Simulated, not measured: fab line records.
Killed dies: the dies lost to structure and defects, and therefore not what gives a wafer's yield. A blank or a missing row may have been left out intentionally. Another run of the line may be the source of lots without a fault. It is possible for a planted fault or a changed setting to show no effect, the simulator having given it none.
fab line records || flow rit_cmos
record {"lots": 13, "wafers": 39, "last_day": 8}
route steps=202 shown NLDD@106
lots that met no fault: taken from a fault-free run of the same line
start_h: start of the lot's first displayed wafer, in hours after the record's first day || wait_h: hours from the lot's prior step to this one || " identical to the entry in the row above || L1.1+2: a single row standing in for several wafers || - no value present, or no start provided || * or withheld: withheld || < > ~ a bound
route shown NAME@n: names a module that has steps shown in the file, with the first one's number in the route || usual: the fault-free wafers' mean and standard deviation || same: alike in all rows || chamber/n: place in a boat || sites: readings site by site || _std_site: the standard deviation of these || _edge_site: inner sites' mean taken away from outer sites' mean || radius_mm: for every site, how far away it sits from the centre of the wafer || mask NAME#n: copy n || behind: the tool/chamber that last shaped the wafer || hold: the reason the lot was held/the length of the hold in hours/how it ended || device: which transistor (n, p or np) failed to switch || end of line: the same wafers' tests at the end of the route || a step with no rows: only its recipe || killed: not the wafer's yield, but the dies lost to structure and defects at the first sort || map: per-die view of a wafer (x killed, . not killed, _ where there is no die)
set.NAME: the run value of the setting; set.NAME@STEP: its run value at that earlier step || model.NAME: the simulator's own value behind a step, which no gauge read
the route's steps for a sample of lots (tables are steps, rows are wafers)
services: a tool's chamber out of use, with start hour (start_h, from the record's first day; less than 0 if before it), hours out, and reason
## steps
# step RIT_NLDD_EXPOSE_03
# recipe {"mask_id": "M7", "na": 0.57, "target_cd_nm": 40700, "dose_mj": 250}
# same {"na": 0.57}
{"lot.wafer": "L883.2+5+6", "tool": "iline_stepper-02", "chamber": 0, "start_h": 48.14, "wait_h": 0.1, "mask": "M7#0"}
{"lot.wafer": "L884.1+3+4", "tool": "iline_stepper-01", "chamber": 0, "start_h": 56.21, "wait_h": 0.2, "mask": "M7#0"}
{"lot.wafer": "L885.3+5+6", "tool": "iline_stepper-02", "chamber": 0, "start_h": 56.50, "wait_h": 0.5, "mask": "M7#0"}
{"lot.wafer": "L886.2+5+6", "tool": "iline_stepper-02", "chamber": 0, "start_h": 66.17, "wait_h": 0.1, "mask": "M7#0"}
{"lot.wafer": "L889.3+4+6", "tool": "iline_stepper-02", "chamber": 0, "start_h": 76.62, "wait_h": 0.2, "mask": "M7#0"}
{"lot.wafer": "L891.1+5+6", "tool": "iline_stepper-02", "chamber": 0, "start_h": 93.15, "wait_h": 0.2, "mask": "M7_R1#0"}
{"lot.wafer": "L896.2+3+5", "tool": "iline_stepper-01", "chamber": 0, "start_h": 116.43, "wait_h": 0.2, "mask": "M7#0"}
{"lot.wafer": "L898.2+3+6", "tool": "iline_stepper-02", "chamber": 0, "start_h": 127.07, "wait_h": 0.1, "mask": "M7#0"}
{"lot.wafer": "L899.1+4+5", "tool": "iline_stepper-02", "chamber": 0, "start_h": 127.93, "wait_h": 0.1, "mask": "M7#0"}
{"lot.wafer": "L902.2+5+6", "tool": "iline_stepper-01", "chamber": 0, "start_h": 152.41, "wait_h": 0.1, "mask": "M7#0"}
{"lot.wafer": "L903.1+2+6", "tool": "iline_stepper-02", "chamber": 0, "start_h": 152.63, "wait_h": 0.3, "mask": "M7#0"}
{"lot.wafer": "L904.4+5+6", "tool": "iline_stepper-02", "chamber": 0, "start_h": 163.34, "wait_h": 0.1, "mask": "M7#0"}
{"lot.wafer": "L905.2+3+5", "tool": "iline_stepper-02", "chamber": 0, "start_h": 169.13, "wait_h": 0.1, "mask": "M7#0"}
## services
{"tool": "iline_stepper-01", "chamber": 0, "start_h": 51.91, "hours": "-", "kind": "calibration"}
{"tool": "iline_stepper-01", "chamber": "-", "start_h": 71.45, "hours": 5.4, "kind": "repair"}
{"tool": "iline_stepper-02", "chamber": "-", "start_h": 90.61, "hours": 1.7, "kind": "pm"}
{"tool": "iline_stepper-02", "chamber": 0, "start_h": 137.05, "hours": "-", "kind": "calibration"}
## key
first_sign {"step": "RIT_NLDD_EXPOSE_03", "reading": "mask", "direction": "changed"}
effect none on later readings
met_at RIT_NLDD_EXPOSE_03
struck_lots L891
tester_left_out L891
onset_between 76.62 93.15
fault {"kind": "wrong_mask", "tool": "any", "chamber": "-", "onset_h": 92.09, "steps": "RIT_NLDD_EXPOSE_03", "aux_copy": "M7_R1#0", "cd_offset_nm": -220, "scope": "struck_lots_only"}
# tester_left_out: of these lots the tester's yield and bins aren't shown, on N5 and GAA mostly nor the transistor test; their killed dies are dies lost to structure and defects alone, not to doping, threshold or leakage, so they don't give the yield
